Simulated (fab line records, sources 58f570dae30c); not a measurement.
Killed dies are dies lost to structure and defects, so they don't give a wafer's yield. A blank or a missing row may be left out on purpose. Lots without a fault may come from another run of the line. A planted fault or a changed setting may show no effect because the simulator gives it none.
Split-lot experiment | flow berkeley_cmos170 | 5 lots, 23 wafers read, on a route of 331 steps

THE SPLIT
At UCB170_M3_EXPOSE_12 (exposes mask METAL3, target cd 700 nm), the setting dose_mj was moved away from the recipe's 26 on 4 of the 23 wafers read, by -6.9% to -5.3%. The other wafers ran this setting at the recipe's value.

FROM THE SPLIT TO THE READING: what the file shows between them, 6 steps
- UCB170_M3_PEB_13
- UCB170_M3_DEVELOP_14: develop time 42.86 s
- UCB170_M3_CD_MEAS_15: target cd 700 nm
- UCB170_M3_ETCH_17: etches BARC in N2/H2
- UCB170_M3_METAL_ETCH_18: etches Al in Cl2/BCl3, stops on SiO2, target depth 1170 nm, time 195 s
- UCB170_M3_STRIP_19: strips in O2

THE READING
cd_nm, in nm, at UCB170_M3_CD_MEAS_90 (target cd 700 nm). Fault-free wafers of this fab line usually give 698 nm, standard deviation 3.1 nm.

wafer  | tool, chamber at the split | dose_mj as run | against the recipe | cd_nm, nm | against lot-mates on the recipe
L074.1 | krf_scanner-02, 0          | 24.2           | -6.9%              | 712       | +10
L074.2 | krf_scanner-02, 0          | 26             | recipe             | 701       | -
L074.3 | krf_scanner-02, 0          | 24.2           | -6.9%              | 712       | +10
L074.4 | krf_scanner-02, 0          | 26             | recipe             | 702       | -
L074.6 | krf_scanner-02, 0          | 26             | recipe             | 702       | -
L076.1 | krf_scanner-02, 0          | 26             | recipe             | 698       | -
L076.2 | krf_scanner-02, 0          | 26             | recipe             | 699       | -
L076.3 | krf_scanner-02, 0          | 26             | recipe             | 702       | -
L076.4 | krf_scanner-02, 0          | 26             | recipe             | 698       | -
L076.5 | krf_scanner-02, 0          | 26             | recipe             | 699       | -
L075.1 | krf_scanner-02, 0          | 26             | recipe             | 693       | -
L075.2 | krf_scanner-02, 0          | 26             | recipe             | 694       | -
L075.4 | krf_scanner-02, 0          | 26             | recipe             | 695       | -
L077.1 | krf_scanner-01, 0          | 26             | recipe             | 697       | -
L077.3 | krf_scanner-01, 0          | 26             | recipe             | 695       | -
L077.4 | krf_scanner-01, 0          | 26             | recipe             | 695       | -
L077.5 | krf_scanner-01, 0          | 26             | recipe             | 695       | -
L077.6 | krf_scanner-01, 0          | 26             | recipe             | 697       | -
L079.1 | krf_scanner-02, 0          | 26             | recipe             | 701       | -
L079.2 | krf_scanner-02, 0          | 24.63          | -5.3%              | 707       | +9
L079.4 | krf_scanner-02, 0          | 26             | recipe             | 698       | -
L079.5 | krf_scanner-02, 0          | 24.63          | -5.3%              | 707       | +9
L079.6 | krf_scanner-02, 0          | 26             | recipe             | 696       | -

THE FIT
A straight line over all 23 wafers: cd_nm changes by -1.95 nm for each +1% of dose_mj; r = -0.87; the points scatter about the line by 2.7 nm.
The same after taking each lot's own level away (the mean of its wafers on the recipe; 23 wafers): -1.55 nm for each +1%; r = -0.95; scatter 1.2 nm.
On that fit, the largest move of dose_mj shifts the reading by 11 nm.
The lots' own levels span 694.0 to 701.7 nm, that is 2.5 times the standard deviation above.
So the lot-to-lot level changes the slope: the two fits differ.
Check: with one of the wafers moved furthest among these (-6.9%) left out of the fit, the line predicts +10.9 nm for it against its lot-mates. It came out at +10.3 nm against them.

THE WHOLE CHAIN: every reading that the file lists as answering this split, in the file's order
step                    | what it does                                                           | reading                                                   | change (the file's fit)              | r (the file's)
UCB170_M3_DEVELOP_14    | develop time 42.86 s                                                   | M3.cd_nm (the simulator's own value, which no gauge read) | -1.76 nm for each +1% of the setting | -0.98
UCB170_M3_CD_MEAS_15    | target cd 700 nm                                                       | cd_nm                                                     | -1.76 nm for each +1% of the setting | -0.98
UCB170_M3_ETCH_17       | etches BARC in N2/H2                                                   | M3.cd_nm (the simulator's own value, which no gauge read) | -1.7 nm for each +1% of the setting  | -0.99
UCB170_M3_METAL_ETCH_18 | etches Al in Cl2/BCl3, stops on SiO2, target depth 1170 nm, time 195 s | M3.cd_nm (the simulator's own value, which no gauge read) | -1.57 nm for each +1% of the setting | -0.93
UCB170_M3_CD_MEAS_90    | target cd 700 nm                                                       | cd_nm                                                     | -1.58 nm for each +1% of the setting | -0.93

THE FILE'S OWN FIT
cd_nm changes by -1.58 nm for each +1% of dose_mj, r = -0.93.
